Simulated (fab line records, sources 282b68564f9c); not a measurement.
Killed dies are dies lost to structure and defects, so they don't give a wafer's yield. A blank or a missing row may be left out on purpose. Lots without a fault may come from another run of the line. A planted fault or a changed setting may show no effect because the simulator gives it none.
fab line records | flow rit_cmos
record lots=5 wafers=15 last_day=7
route steps=202 shown NWELL@37 PWELL@39 WELLDRIVE@50 NRETRO@53 PRETRO@64
lots that met no fault: from a run of the same line without faults
start_h: hours from the record's first day to the start of the lot's first wafer shown | wait_h: hours since the lot's step before | " the same as in the row above | L1.1+2: a row that stands for several wafers | - no value, or no start given | * or withheld: withheld | < > ~ a bound
route shown NAME@n: a module of which the file shows steps, and the number in the route of the first | usual: mean/standard deviation of fault-free wafers | same: alike in all rows | chamber/n: place in a boat | sites: the reading at each site | _std_site: their standard deviation | _edge_site: outer sites' mean less inner sites' | radius_mm: how far each site lies from the wafer's centre | mask NAME#n: copy n | behind: the tool/chamber that last shaped the wafer | hold: why the lot was held/for how many hours/how that ended | device: the transistor (n, p or np) that didn't switch | end of line: the same wafers' tests at the end of the route | a step without rows: its recipe alone | killed: dies lost to structure and defects at the first sort, not the wafer's yield | map: a wafer's dies, x killed, . not, _ none there
set.NAME: the setting as run; set.NAME@STEP: as run at that earlier step | model.NAME: the simulator's own value behind a step, which no gauge read
lots at some steps of the route; a table a step, a row a wafer
services: from which hour (start_h, from the record's first day; less than 0 if before it) a tool's chamber was out of use, for how many hours, and why
## steps
# step RIT_NWELL_STRIP_09
# recipe chemistry=O2 time_s=180 resist=NOVOLAK platen_temp_c=withheld power_w=500 pressure_mtorr=4000 o2_flow_sccm=4000
# usual drypump_motor_current_A=5.6/0.51
# columns lot.wafer tool chamber start_h wait_h drypump_motor_current_A rf_hours_counter_h
L080.2 plasma_asher-04 1 52.99 0.1 5.7 42
L080.3 " 1 " " 5.7 -
L080.5 " 1 " " 5.7 -
L081.2 plasma_asher-02 1 57.55 0.1 6.0 39
L081.3 " 1 " " 6.0 -
L081.5 " 0 " " 5.3 -
L089.3 plasma_asher-04 1 99.08 0.1 5.7 -
L089.4 " 0 " " 6.3 -
L089.5 " 0 " " 6.3 -
L091.2 plasma_asher-03 1 106.34 0.1 5.3 46
L091.3 " 1 " " 5.3 -
L091.5 " 1 " " 5.3 -
L094.1 plasma_asher-03 1 121.83 0.1 5.3 48
L094.4 " 1 " " 5.4 -
L094.6 " 1 " " 5.3 -
# step RIT_NWELL_TW_MEAS_10
# usual NWELL_TW=2169/11
# columns lot.wafer tool chamber start_h wait_h NWELL_TW
L080.2 film_metro-04 - 53.18 0.1 2160
L080.3 " - " " 2172
L080.5 " - " " 2174
L081.2 film_metro-01 - 57.74 0.1 2189
L081.3 " - " " 2179
L081.5 " - " " 2190
L089.3 film_metro-01 - 99.22 0.1 2180
L089.4 " - " " 2182
L089.5 " - " " 2179
L091.2 film_metro-02 - 106.53 0.1 2154
L091.3 " - " " 2151
L091.5 " - " " 2142
L094.1 film_metro-04 - 122.00 0.1 2158
L094.4 " - " " 2165
L094.6 " - " " 2172
# step RIT_PWELL_HMDS_00
# recipe prime_time_s=60 prime_temp_c=140
# usual chill_plate_temp_C=23.00/0.11
# columns lot.wafer tool chamber start_h wait_h chill_plate_temp_C
L080.2 litho_track-04 0 53.25 0.1 22.96
L080.3 " 0 " " 22.98
L080.5 " 0 " " 22.99
L081.2 litho_track-04 0 57.81 0.1 23.03
L081.3 " 0 " " 23.03
L081.5 " 0 " " 22.83
L089.3 litho_track-04 0 99.31 0.1 23.00
L089.4 " 0 " " 22.92
L089.5 " 0 " " 22.88
L091.2 litho_track-04 0 106.60 0.1 23.01
L091.3 " 0 " " 22.94
L091.5 " 0 " " 22.97
L094.1 litho_track-04 0 122.06 0.1 23.05
L094.4 " 0 " " 22.97
L094.6 " 0 " " 22.88
# step RIT_PWELL_COAT_01
# recipe resist=NOVOLAK spin_rpm=2000 resist_thk_nm=1300
# usual chill_plate_temp_C=22.98/0.1 dispense_pressure_kPa=47.1/2.9
# columns lot.wafer tool chamber start_h wait_h chill_plate_temp_C dispense_pressure_kPa
L080.2 litho_track-04 0 53.40 0.1 23.03 45.0
L080.3 " 0 " " 22.99 44.9
L080.5 " 0 " " 22.90 45.0
L081.2 litho_track-04 0 57.96 0.1 23.02 44.9
L081.3 " 0 " " 23.06 45.0
L081.5 " 0 " " 22.98 45.0
L089.3 litho_track-04 0 99.46 0.1 23.00 44.9
L089.4 " 0 " " 23.09 44.9
L089.5 " 0 " " 23.08 44.9
L091.2 litho_track-04 0 106.75 0.1 22.90 44.9
L091.3 " 0 " " 22.87 44.9
L091.5 " 0 " " 22.93 44.9
L094.1 litho_track-04 0 122.21 0.1 23.12 44.9
L094.4 " 0 " " 22.97 44.9
L094.6 " 0 " " 22.86 44.9
# step RIT_PWELL_SOFTBAKE_02
# recipe resist=NOVOLAK temp_c=90 time_s=60
# usual chill_plate_temp_C=23.01/0.093
# columns lot.wafer tool chamber start_h wait_h chill_plate_temp_C
L080.2 litho_track-04 0 53.55 0.1 23.06
L080.3 " 0 " " 22.84
L080.5 " 0 " " 23.16
L081.2 litho_track-04 0 58.11 0.1 23.06
L081.3 " 0 " " 23.12
L081.5 " 0 " " 23.03
L089.3 litho_track-04 0 99.61 0.1 23.08
L089.4 " 0 " " 23.01
L089.5 " 0 " " 23.11
L091.2 litho_track-04 0 106.90 0.1 23.02
L091.3 " 0 " " 22.98
L091.5 " 0 " " 23.10
L094.1 litho_track-04 0 122.36 0.1 23.00
L094.4 " 0 " " 22.88
L094.6 " 0 " " 22.93
# step RIT_PWELL_EXPOSE_03
# recipe mask_id=M3 na=0.57 target_cd_nm=43700 dose_mj=250
# usual focus_offset_nm=0.0/0.55
# columns lot.wafer tool chamber start_h wait_h mask focus_offset_nm
L080.2 iline_stepper-01 0 53.70 0.1 M3#0 -0.5
L080.3 " 0 " " M3#0 0.3
L080.5 " 0 " " M3#0 -0.6
L081.2 iline_stepper-02 0 58.38 0.2 M3#0 1.1
L081.3 " 0 " " M3#0 0.3
L081.5 " 0 " " M3#0 0.8
L089.3 iline_stepper-01 0 99.87 0.2 M3#0 -0.2
L089.4 " 0 " " M3#0 0.3
L089.5 " 0 " " M3#0 -0.2
L091.2 iline_stepper-01 0 107.17 0.2 M3#0 -0.3
L091.3 " 0 " " M3#0 -0.3
L091.5 " 0 " " M3#0 0.1
L094.1 iline_stepper-01 0 122.51 0.1 M3#0 0.1
L094.4 " 0 " " M3#0 -0.1
L094.6 " 0 " " M3#0 -0.6
# step RIT_PWELL_PEB_04
# recipe resist=NOVOLAK temp_c=withheld time_s=withheld
# usual chill_plate_temp_C=*
# columns lot.wafer tool chamber start_h wait_h chill_plate_temp_C
L080.2 litho_track-04 0 53.82 0.1 *
L080.3 " 0 " " *
L080.5 " 0 " " *
L081.2 litho_track-01 0 58.50 0.1 *
L081.3 " 0 " " *
L081.5 " 0 " " *
L089.3 litho_track-03 0 100.00 0.1 *
L089.4 " 0 " " *
L089.5 " 0 " " *
L091.2 litho_track-01 0 107.30 0.1 *
L091.3 " 0 " " *
L091.5 " 0 " " *
L094.1 litho_track-01 0 122.63 0.1 *
L094.4 " 0 " " *
L094.6 " 0 " " *
# step RIT_PWELL_DEVELOP_05
# recipe resist=NOVOLAK develop_time_s=68 dev_temp_c=23
# usual chill_plate_temp_C=22.98/0.12
# columns lot.wafer tool chamber start_h wait_h chill_plate_temp_C
L080.2 litho_track-04 0 - - 23.21
L080.3 " 0 " " 23.00
L080.5 " 0 " " 23.14
L081.2 litho_track-01 0 - - 22.70
L081.3 " 0 " " 22.82
L081.5 " 0 " " 22.68
L089.3 litho_track-03 0 - - 22.97
L089.4 " 0 " " 22.98
L089.5 " 0 " " 23.04
L091.2 litho_track-01 0 - - 23.03
L091.3 " 0 " " 22.91
L091.5 " 0 " " 23.06
L094.1 litho_track-01 0 - - 22.98
L094.4 " 0 " " 23.21
L094.6 " 0 " " 22.94
# step RIT_PWELL_OVL_MEAS_06
# usual PWELL_OVL=0.0/1.4
# columns lot.wafer tool chamber start_h wait_h PWELL_OVL[nm]
L080.2 overlay-02 - 54.11 - -0.4
L080.3 " - " " 0.3
L080.5 " - " " 0.6
L081.2 overlay-02 - 58.80 - 1.2
L081.3 " - " " 1.8
L081.5 " - " " 1.0
L089.3 overlay-02 - 100.27 - -2.3
L089.4 " - " " -0.5
L089.5 " - " " -1.0
L091.2 overlay-02 - 107.59 - -1.0
L091.3 " - " " -0.4
L091.5 " - " " -1.1
L094.1 overlay-02 - 122.94 - 0.3
L094.4 " - " " -2.1
L094.6 " - " " -0.4
# step RIT_PWELL_HARDBAKE_07
# recipe resist=NOVOLAK temp_c=140 time_s=120
# usual chill_plate_temp_C=22.99/0.11
# columns lot.wafer tool chamber start_h wait_h chill_plate_temp_C
L080.2 litho_track-03 0 54.18 0.1 23.00
L080.3 " 0 " " 23.21
L080.5 " 0 " " 22.99
L081.2 litho_track-04 0 58.90 0.1 22.98
L081.3 " 0 " " 22.92
L081.5 " 0 " " 22.92
L089.3 litho_track-01 0 100.47 0.2 22.95
L089.4 " 0 " " 23.08
L089.5 " 0 " " 22.92
L091.2 litho_track-03 0 107.66 0.1 23.07
L091.3 " 0 " " 23.08
L091.5 " 0 " " 23.03
L094.1 litho_track-04 0 122.98 0.0 22.90
L094.4 " 0 " " 23.06
L094.6 " 0 " " 22.91
# step RIT_PWELL_IMPLANT_08
# recipe species=B energy_kev=170 dose_cm2=7e+13 tilt_deg=7
# usual end_station_pressure_torr=5.17e-06/2.9e-07
# columns lot.wafer tool chamber start_h wait_h end_station_pressure_torr
L080.2 implanter-02 0 54.42 0.2 5.19e-06
L080.3 " 0 " " 4.98e-06
L080.5 " 0 " " 5.23e-06
L081.2 implanter-02 0 59.14 0.2 5.12e-06
L081.3 " 0 " " 5.31e-06
L081.5 " 0 " " 5.27e-06
L089.3 implanter-04 0 100.69 0.2 4.93e-06
L089.4 " 0 " " 4.68e-06
L089.5 " 0 " " 5.1e-06
L091.2 implanter-02 0 107.90 0.2 5.24e-06
L091.3 " 0 " " 5.74e-06
L091.5 " 0 " " 5.19e-06
L094.1 implanter-01 0 123.23 0.2 4.94e-06
L094.4 " 0 " " 5.86e-06
L094.6 " 0 " " 5.55e-06
# step RIT_PWELL_STRIP_09
# recipe chemistry=O2 time_s=180 resist=NOVOLAK platen_temp_c=withheld power_w=500 pressure_mtorr=4000 o2_flow_sccm=4000
# usual drypump_motor_current_A=5.7/0.34
# columns lot.wafer tool chamber start_h wait_h drypump_motor_current_A rf_hours_counter_h
L080.2 plasma_asher-02 0 54.54 0.1 5.3 39
L080.3 " 1 " " 6.0 -
L080.5 " 1 " " 6.1 -
L081.2 plasma_asher-01 1 59.26 0.1 5.4 26
L081.3 " 0 " " 5.7 -
L081.5 " 1 " " 5.3 -
L089.3 plasma_asher-04 1 100.85 0.1 5.7 -
L089.4 " 0 " " 6.3 -
L089.5 " 1 " " 5.7 -
L091.2 plasma_asher-01 0 108.02 0.1 5.8 31
L091.3 " 0 " " 5.8 -
L091.5 " 1 " " 5.4 -
L094.1 plasma_asher-02 1 123.38 0.1 6.0 1
L094.4 " 1 " " 6.0 -
L094.6 " 0 " " 5.3 -
# step RIT_PWELL_TW_MEAS_10
# usual PWELL_TW=960/4.9
# columns lot.wafer tool chamber start_h wait_h PWELL_TW
L080.2 film_metro-02 - 54.73 0.1 958
L080.3 " - " " 958
L080.5 " - " " 956
L081.2 film_metro-04 - 59.45 0.1 961
L081.3 " - " " 963
L081.5 " - " " 964
L089.3 film_metro-02 - 100.98 0.1 953
L089.4 " - " " 953
L089.5 " - " " 956
L091.2 film_metro-04 - 108.21 0.1 962
L091.3 " - " " 960
L091.5 " - " " 961
L094.1 film_metro-01 - 123.55 0.1 969
L094.4 " - " " 964
L094.6 " - " " 962
# step RIT_WELLDRIVE_ANNEAL_00
# recipe temp_c=1100 time_s=14700 ambient=N2
# columns lot.wafer tool chamber start_h wait_h
L080.2+3+5 furnace-03 0 54.78 0.0
L081.2+3+5 furnace-03 0 60.11 0.7
L089.3+4+5 furnace-04 0 101.02 0.0
L091.2+3+5 furnace-04 0 109.16 0.9
L094.1+4+6 furnace-04 0 124.52 1.0
# step RIT_WELLDRIVE_RS_MEAS_01
# recipe thk_meas_gauge=four-point-probe
# usual NWELL_RS=275.1/0.75
# columns lot.wafer tool chamber start_h wait_h NWELL_RS[ohm/sq]
L080.2 film_metro-02 - 59.88 0.0 274.8
L080.3 " - " " 274.9
L080.5 " - " " 274.5
L081.2 film_metro-04 - 65.21 0.0 275.0
L081.3 " - " " 275.3
L081.5 " - " " 275.1
L089.3 film_metro-04 - 106.15 0.0 274.2
L089.4 " - " " 274.3
L089.5 " - " " 274.2
L091.2 film_metro-01 - 114.26 0.0 275.4
L091.3 " - " " 275.1
L091.5 " - " " 275.6
L094.1 film_metro-04 - 129.61 0.0 275.1
L094.4 " - " " 274.4
L094.6 " - " " 274.9
# step RIT_WELLDRIVE_RS_MEAS_02
# recipe thk_meas_gauge=four-point-probe
# usual PWELL_RS=429.3/1.1
# columns lot.wafer tool chamber start_h wait_h PWELL_RS[ohm/sq]
L080.2 film_metro-02 - 60.00 0.1 431.4
L080.3 " - " " 430.5
L080.5 " - " " 430.3
L081.2 film_metro-04 - 65.33 0.1 430.1
L081.3 " - " " 428.6
L081.5 " - " " 429.5
L089.3 film_metro-04 - 106.27 0.1 430.3
L089.4 " - " " 429.7
L089.5 " - " " 431.2
L091.2 film_metro-01 - 114.38 0.1 426.9
L091.3 " - " " 427.9
L091.5 " - " " 427.7
L094.1 film_metro-04 - 129.73 0.1 428.7
L094.4 " - " " 429.8
L094.6 " - " " 431.1
# step RIT_NRETRO_HMDS_00
# recipe prime_time_s=60 prime_temp_c=140
# usual chill_plate_temp_C=22.99/0.11
# columns lot.wafer tool chamber start_h wait_h chill_plate_temp_C
L080.2 litho_track-01 0 60.13 0.1 22.71
L080.3 " 0 " " 22.95
L080.5 " 0 " " 22.85
L081.2 litho_track-01 0 65.46 0.1 23.00
L081.3 " 0 " " 23.05
L081.5 " 0 " " 22.94
L089.3 litho_track-02 0 106.40 0.1 23.00
L089.4 " 0 " " 22.99
L089.5 " 0 " " 22.91
L091.2 litho_track-01 0 114.51 0.1 22.96
L091.3 " 0 " " 22.99
L091.5 " 0 " " 22.84
L094.1 litho_track-01 0 129.85 0.1 23.10
L094.4 " 0 " " 23.14
L094.6 " 0 " " 22.93
# step RIT_NRETRO_COAT_01
# recipe resist=NOVOLAK spin_rpm=2000 resist_thk_nm=1300
# usual chill_plate_temp_C=22.99/0.11 dispense_pressure_kPa=46.0/0.64
# columns lot.wafer tool chamber start_h wait_h chill_plate_temp_C dispense_pressure_kPa
L080.2 litho_track-01 0 60.28 0.1 23.01 46.0
L080.3 " 0 " " 22.87 46.0
L080.5 " 0 " " 22.89 46.0
L081.2 litho_track-01 0 65.61 0.1 23.01 46.0
L081.3 " 0 " " 23.00 46.0
L081.5 " 0 " " 23.06 46.0
L089.3 litho_track-02 0 106.55 0.1 22.94 46.8
L089.4 " 0 " " 23.12 46.8
L089.5 " 0 " " 23.09 46.8
L091.2 litho_track-01 0 114.66 0.1 23.02 46.0
L091.3 " 0 " " 22.93 46.0
L091.5 " 0 " " 23.05 46.0
L094.1 litho_track-01 0 130.00 0.1 22.96 46.0
L094.4 " 0 " " 22.99 46.0
L094.6 " 0 " " 23.27 46.0
# step RIT_NRETRO_SOFTBAKE_02
# recipe resist=NOVOLAK temp_c=90 time_s=60
# usual chill_plate_temp_C=23.00/0.1
# columns lot.wafer tool chamber start_h wait_h chill_plate_temp_C
L080.2 litho_track-01 0 60.43 0.1 22.99
L080.3 " 0 " " 23.00
L080.5 " 0 " " 23.06
L081.2 litho_track-01 0 65.76 0.1 23.04
L081.3 " 0 " " 22.96
L081.5 " 0 " " 22.98
L089.3 litho_track-02 0 106.70 0.1 22.95
L089.4 " 0 " " 23.02
L089.5 " 0 " " 22.83
L091.2 litho_track-01 0 114.81 0.1 22.89
L091.3 " 0 " " 23.01
L091.5 " 0 " " 23.03
L094.1 litho_track-01 0 130.15 0.1 23.03
L094.4 " 0 " " 23.09
L094.6 " 0 " " 23.00
# step RIT_NRETRO_EXPOSE_03
# recipe mask_id=M4 na=0.57 target_cd_nm=43900 dose_mj=250
# usual focus_offset_nm=-0.1/0.48
# columns lot.wafer tool chamber start_h wait_h mask focus_offset_nm
L080.2 iline_stepper-01 0 60.58 0.1 M4#0 0.5
L080.3 " 0 " " M4#0 -0.6
L080.5 " 0 " " M4#0 0.0
L081.2 iline_stepper-02 0 66.03 0.2 M4#0 0.1
L081.3 " 0 " " M4#0 0.2
L081.5 " 0 " " M4#0 0.0
L089.3 iline_stepper-01 0 106.83 0.1 M4#0 0.1
L089.4 " 0 " " M4#0 -0.6
L089.5 " 0 " " M4#0 -0.4
L091.2 iline_stepper-01 0 114.95 0.1 M4#0 1.0
L091.3 " 0 " " M4#0 0.3
L091.5 " 0 " " M4#0 0.5
L094.1 iline_stepper-01 0 130.30 0.1 M4#0 -0.4
L094.4 " 0 " " M4#0 -0.2
L094.6 " 0 " " M4#0 -0.2
# step RIT_NRETRO_PEB_04
# recipe resist=NOVOLAK temp_c=withheld time_s=withheld
# usual chill_plate_temp_C=*
# columns lot.wafer tool chamber start_h wait_h chill_plate_temp_C
L080.2 litho_track-01 0 60.71 0.1 *
L080.3 " 0 " " *
L080.5 " 0 " " *
L081.2 litho_track-01 0 66.15 0.1 *
L081.3 " 0 " " *
L081.5 " 0 " " *
L089.3 litho_track-01 0 106.96 0.1 *
L089.4 " 0 " " *
L089.5 " 0 " " *
L091.2 litho_track-04 0 115.07 0.1 *
L091.3 " 0 " " *
L091.5 " 0 " " *
L094.1 litho_track-04 0 130.41 0.1 *
L094.4 " 0 " " *
L094.6 " 0 " " *
# step RIT_NRETRO_DEVELOP_05
# recipe resist=NOVOLAK develop_time_s=68 dev_temp_c=23
# usual chill_plate_temp_C=22.99/0.11
# columns lot.wafer tool chamber start_h wait_h chill_plate_temp_C
L080.2 litho_track-01 0 - - 23.04
L080.3 " 0 " " 22.98
L080.5 " 0 " " 22.92
L081.2 litho_track-01 0 - - 23.06
L081.3 " 0 " " 22.96
L081.5 " 0 " " 23.05
L089.3 litho_track-01 0 - - 22.92
L089.4 " 0 " " 23.02
L089.5 " 0 " " 22.83
L091.2 litho_track-04 0 - - 23.02
L091.3 " 0 " " 22.97
L091.5 " 0 " " 23.08
L094.1 litho_track-04 0 - - 22.95
L094.4 " 0 " " 22.94
L094.6 " 0 " " 23.13
# step RIT_NRETRO_OVL_MEAS_06
# usual NRETRO_OVL=-0.7/1.4
# columns lot.wafer tool chamber start_h wait_h NRETRO_OVL[nm]
L080.2 overlay-02 - 61.00 - -1.3
L080.3 " - " " -1.8
L080.5 " - " " -2.7
L081.2 overlay-01 - 66.45 - 1.0
L081.3 " - " " -0.3
L081.5 " - " " -0.2
L089.3 overlay-01 - 107.24 - -1.7
L089.4 " - " " 0.7
L089.5 " - " " -1.5
L091.2 overlay-01 - 115.37 - -0.6
L091.3 " - " " -2.3
L091.5 " - " " -0.6
L094.1 overlay-01 - 130.73 - -1.1
L094.4 " - " " -0.6
L094.6 " - " " -2.2
# step RIT_NRETRO_HARDBAKE_07
# recipe resist=NOVOLAK temp_c=140 time_s=120
# usual chill_plate_temp_C=23.01/0.12
# columns lot.wafer tool chamber start_h wait_h chill_plate_temp_C
L080.2 litho_track-01 0 61.07 0.1 22.82
L080.3 " 0 " " 22.84
L080.5 " 0 " " 22.93
L081.2 litho_track-04 0 66.52 0.1 23.05
L081.3 " 0 " " 23.13
L081.5 " 0 " " 23.04
L089.3 litho_track-02 0 107.34 0.1 22.98
L089.4 " 0 " " 23.08
L089.5 " 0 " " 23.00
L091.2 litho_track-04 0 115.44 0.1 22.99
L091.3 " 0 " " 22.93
L091.5 " 0 " " 22.82
L094.1 litho_track-04 0 130.76 0.0 23.24
L094.4 " 0 " " 23.20
L094.6 " 0 " " 23.12
# step RIT_NRETRO_IMPLANT_08
# recipe species=P energy_kev=70 dose_cm2=1e+13 tilt_deg=7
# usual end_station_pressure_torr=5.05e-06/2.6e-07
# columns lot.wafer tool chamber start_h wait_h end_station_pressure_torr
L080.2 implanter-01 0 61.30 0.2 4.85e-06
L080.3 " 0 " " 4.73e-06
L080.5 " 0 " " 5.53e-06
L081.2 implanter-04 0 66.75 0.2 5.33e-06
L081.3 " 0 " " 5.22e-06
L081.5 " 0 " " 5.01e-06
L089.3 implanter-04 0 107.56 0.2 5.6e-06
L089.4 " 0 " " 5.34e-06
L089.5 " 0 " " 4.78e-06
L091.2 implanter-01 0 115.67 0.2 4.77e-06
L091.3 " 0 " " 5.14e-06
L091.5 " 0 " " 4.73e-06
L094.1 implanter-01 0 131.01 0.2 5.23e-06
L094.4 " 0 " " 4.88e-06
L094.6 " 0 " " 5.22e-06
# step RIT_NRETRO_STRIP_09
# recipe chemistry=O2 time_s=180 resist=NOVOLAK platen_temp_c=withheld power_w=500 pressure_mtorr=4000 o2_flow_sccm=4000
# usual drypump_motor_current_A=5.4/0.36
# columns lot.wafer tool chamber start_h wait_h drypump_motor_current_A rf_hours_counter_h
L080.2 plasma_asher-01 1 61.43 0.1 5.3 27
L080.3 " 1 " " 5.4 -
L080.5 " 1 " " 5.4 -
L081.2 plasma_asher-01 0 66.88 0.1 5.7 27
L081.3 " 0 " " 5.7 -
L081.5 " 1 " " 5.3 -
L089.3 plasma_asher-02 1 107.72 0.1 6.0 -
L089.4 " 0 " " 5.3 -
L089.5 " 1 " " 6.0 -
L091.2 plasma_asher-01 1 115.80 0.1 5.4 33
L091.3 " 1 " " 5.3 -
L091.5 " 0 " " 5.7 -
L094.1 plasma_asher-02 0 131.16 0.1 5.3 1
L094.4 " 0 " " 5.3 -
L094.6 " 0 " " 5.3 -
# step RIT_NRETRO_TW_MEAS_10
# usual NRETRO_TW=1054/14
# columns lot.wafer tool chamber start_h wait_h NRETRO_TW
L080.2 film_metro-01 - 61.61 0.1 1070
L080.3 " - " " 1070
L080.5 " - " " 1070
L081.2 film_metro-02 - 67.06 0.1 1062
L081.3 " - " " 1059
L081.5 " - " " 1056
L089.3 film_metro-02 - 107.86 0.1 1056
L089.4 " - " " 1061
L089.5 " - " " 1061
L091.2 film_metro-03 - 115.98 0.1 1040
L091.3 " - " " 1040
L091.5 " - " " 1045
L094.1 film_metro-01 - 131.34 0.1 1070
L094.4 " - " " 1076
L094.6 " - " " 1074
# step RIT_PRETRO_HMDS_00
# recipe prime_time_s=60 prime_temp_c=140
# usual chill_plate_temp_C=22.99/0.1
# columns lot.wafer tool chamber start_h wait_h chill_plate_temp_C
L080.2 litho_track-03 0 61.69 0.1 23.08
L080.3 " 0 " " 23.13
L080.5 " 0 " " 22.88
L081.2 litho_track-03 0 67.14 0.1 23.02
L081.3 " 0 " " 23.04
L081.5 " 0 " " 22.92
L089.3 litho_track-01 0 107.95 0.1 23.00
L089.4 " 0 " " 22.98
L089.5 " 0 " " 23.13
L091.2 litho_track-01 0 116.06 0.1 22.85
L091.3 " 0 " " 22.79
L091.5 " 0 " " 22.94
L094.1 litho_track-01 0 131.40 0.1 23.02
L094.4 " 0 " " 23.00
L094.6 " 0 " " 23.08
# step RIT_PRETRO_COAT_01
# recipe resist=NOVOLAK spin_rpm=2000 resist_thk_nm=1300
# usual chill_plate_temp_C=23.01/0.1 dispense_pressure_kPa=48.5/2.8
# columns lot.wafer tool chamber start_h wait_h chill_plate_temp_C dispense_pressure_kPa
L080.2 litho_track-03 0 61.84 0.1 23.17 52.1
L080.3 " 0 " " 22.97 52.1
L080.5 " 0 " " 23.06 52.1
L081.2 litho_track-03 0 67.29 0.1 22.85 52.1
L081.3 " 0 " " 23.04 52.1
L081.5 " 0 " " 23.18 52.1
L089.3 litho_track-01 0 108.10 0.1 22.86 46.0
L089.4 " 0 " " 23.01 46.0
L089.5 " 0 " " 22.97 46.0
L091.2 litho_track-01 0 116.21 0.1 22.88 45.9
L091.3 " 0 " " 22.85 46.0
L091.5 " 0 " " 22.89 46.0
L094.1 litho_track-01 0 131.55 0.1 23.10 46.0
L094.4 " 0 " " 23.15 46.0
L094.6 " 0 " " 23.14 46.0
# step RIT_PRETRO_SOFTBAKE_02
# recipe resist=NOVOLAK temp_c=90 time_s=60
# usual chill_plate_temp_C=22.98/0.11
# columns lot.wafer tool chamber start_h wait_h chill_plate_temp_C
L080.2 litho_track-03 0 61.99 0.1 23.07
L080.3 " 0 " " 23.05
L080.5 " 0 " " 22.98
L081.2 litho_track-03 0 67.44 0.1 22.98
L081.3 " 0 " " 22.95
L081.5 " 0 " " 23.03
L089.3 litho_track-01 0 108.25 0.1 22.88
L089.4 " 0 " " 22.90
L089.5 " 0 " " 22.94
L091.2 litho_track-01 0 116.36 0.1 22.84
L091.3 " 0 " " 23.13
L091.5 " 0 " " 23.05
L094.1 litho_track-01 0 131.70 0.1 23.03
L094.4 " 0 " " 23.01
L094.6 " 0 " " 22.79
# step RIT_PRETRO_EXPOSE_03
# recipe mask_id=M5 na=0.57 target_cd_nm=43700 dose_mj=250
# usual focus_offset_nm=0.0/0.43
# columns lot.wafer tool chamber start_h wait_h mask focus_offset_nm
L080.2 iline_stepper-01 0 62.26 0.2 M5#0 -0.2
L080.3 " 0 " " M5#0 -0.2
L080.5 " 0 " " M5#0 -0.1
L081.2 iline_stepper-02 0 67.71 0.2 M5#0 -0.1
L081.3 " 0 " " M5#0 0.1
L081.5 " 0 " " M5#0 -0.7
L089.3 iline_stepper-01 0 108.51 0.2 M5#0 -0.3
L089.4 " 0 " " M5#0 0.2
L089.5 " 0 " " M5#0 -1.0
L091.2 iline_stepper-02 0 116.50 0.1 M5#0 0.2
L091.3 " 0 " " M5#0 0.1
L091.5 " 0 " " M5#0 0.4
L094.1 iline_stepper-02 0 131.85 0.1 M5#0 0.0
L094.4 " 0 " " M5#0 -0.5
L094.6 " 0 " " M5#0 -0.7
# step RIT_PRETRO_PEB_04
# recipe resist=NOVOLAK temp_c=withheld time_s=withheld
# usual chill_plate_temp_C=*
# columns lot.wafer tool chamber start_h wait_h chill_plate_temp_C
L080.2 litho_track-01 0 62.38 0.1 *
L080.3 " 0 " " *
L080.5 " 0 " " *
L081.2 litho_track-03 0 68.06 0.3 *
L081.3 " 0 " " *
L081.5 " 0 " " *
L089.3 litho_track-03 0 108.64 0.1 *
L089.4 " 0 " " *
L089.5 " 0 " " *
L091.2 litho_track-02 0 116.63 0.1 *
L091.3 " 0 " " *
L091.5 " 0 " " *
L094.1 litho_track-01 0 131.96 0.1 *
L094.4 " 0 " " *
L094.6 " 0 " " *
# step RIT_PRETRO_DEVELOP_05
# recipe resist=NOVOLAK develop_time_s=68 dev_temp_c=23
# usual chill_plate_temp_C=23.01/0.09
# columns lot.wafer tool chamber start_h wait_h chill_plate_temp_C
L080.2 litho_track-01 0 - - 22.94
L080.3 " 0 " " 22.92
L080.5 " 0 " " 23.03
L081.2 litho_track-03 0 - - 22.83
L081.3 " 0 " " 22.89
L081.5 " 0 " " 22.95
L089.3 litho_track-03 0 - - 23.05
L089.4 " 0 " " 22.99
L089.5 " 0 " " 23.03
L091.2 litho_track-02 0 - - 22.88
L091.3 " 0 " " 23.01
L091.5 " 0 " " 22.99
L094.1 litho_track-01 0 - - 22.85
L094.4 " 0 " " 22.92
L094.6 " 0 " " 22.89
# step RIT_PRETRO_OVL_MEAS_06
# usual PRETRO_OVL=1.0/1.6
# columns lot.wafer tool chamber start_h wait_h PRETRO_OVL[nm]
L080.2 overlay-02 - 62.68 - 1.4
L080.3 " - " " -1.2
L080.5 " - " " 0.9
L081.2 overlay-02 - 68.35 - 1.9
L081.3 " - " " -0.2
L081.5 " - " " 1.9
L089.3 overlay-02 - 108.91 - 0.2
L089.4 " - " " 0.8
L089.5 " - " " 1.2
L091.2 overlay-02 - 116.92 - 2.5
L091.3 " - " " 1.2
L091.5 " - " " 3.2
L094.1 overlay-01 - 132.28 - -0.2
L094.4 " - " " 0.2
L094.6 " - " " -1.4
# step RIT_PRETRO_HARDBAKE_07
# recipe resist=NOVOLAK temp_c=140 time_s=120
# usual chill_plate_temp_C=23.01/0.11
# columns lot.wafer tool chamber start_h wait_h chill_plate_temp_C
L080.2 litho_track-02 0 62.76 0.1 22.88
L080.3 " 0 " " 22.96
L080.5 " 0 " " 22.96
L081.2 litho_track-02 0 68.42 0.1 22.93
L081.3 " 0 " " 22.96
L081.5 " 0 " " 22.80
L089.3 litho_track-01 0 109.02 0.1 23.13
L089.4 " 0 " " 23.18
L089.5 " 0 " " 23.21
L091.2 litho_track-01 0 116.99 0.1 22.97
L091.3 " 0 " " 22.77
L091.5 " 0 " " 22.91
L094.1 litho_track-02 0 132.31 0.0 23.30
L094.4 " 0 " " 23.09
L094.6 " 0 " " 23.19
# step RIT_PRETRO_IMPLANT_08
# recipe species=B energy_kev=45 dose_cm2=1.2e+13 tilt_deg=7
# usual end_station_pressure_torr=5.04e-06/2.5e-07
# columns lot.wafer tool chamber start_h wait_h end_station_pressure_torr
L080.2 implanter-02 0 62.99 0.2 5.04e-06
L080.3 " 0 " " 5.05e-06
L080.5 " 0 " " 4.85e-06
L081.2 implanter-01 0 68.66 0.2 4.74e-06
L081.3 " 0 " " 5.32e-06
L081.5 " 0 " " 4.95e-06
L089.3 implanter-02 0 109.24 0.2 4.84e-06
L089.4 " 0 " " 5.43e-06
L089.5 " 0 " " 5.07e-06
L091.2 implanter-01 0 117.23 0.2 5.16e-06
L091.3 " 0 " " 5.56e-06
L091.5 " 0 " " 5.31e-06
L094.1 implanter-03 0 132.56 0.2 5.1e-06
L094.4 " 0 " " 5.22e-06
L094.6 " 0 " " 4.89e-06
## services
# columns tool chamber start_h hours kind
implanter-04 - 29.59 13.4 pm
furnace-03 - 29.80 7.7 pm
plasma_asher-04 - 68.49 0.4 repair
iline_stepper-01 - 81.64 1.3 repair
iline_stepper-02 - 103.32 1.7 pm
plasma_asher-02 - 108.75 9.0 pm
plasma_asher-02 0 108.75 9.0 vent_cycle
plasma_asher-02 1 108.75 9.0 vent_cycle
implanter-01 - 112.60 2.9 repair
implanter-04 - 114.42 3.4 repair
plasma_asher-02 0 117.75 - clean
plasma_asher-02 1 117.75 - clean
implanter-02 - 122.15 2.2 repair
## key
fault none
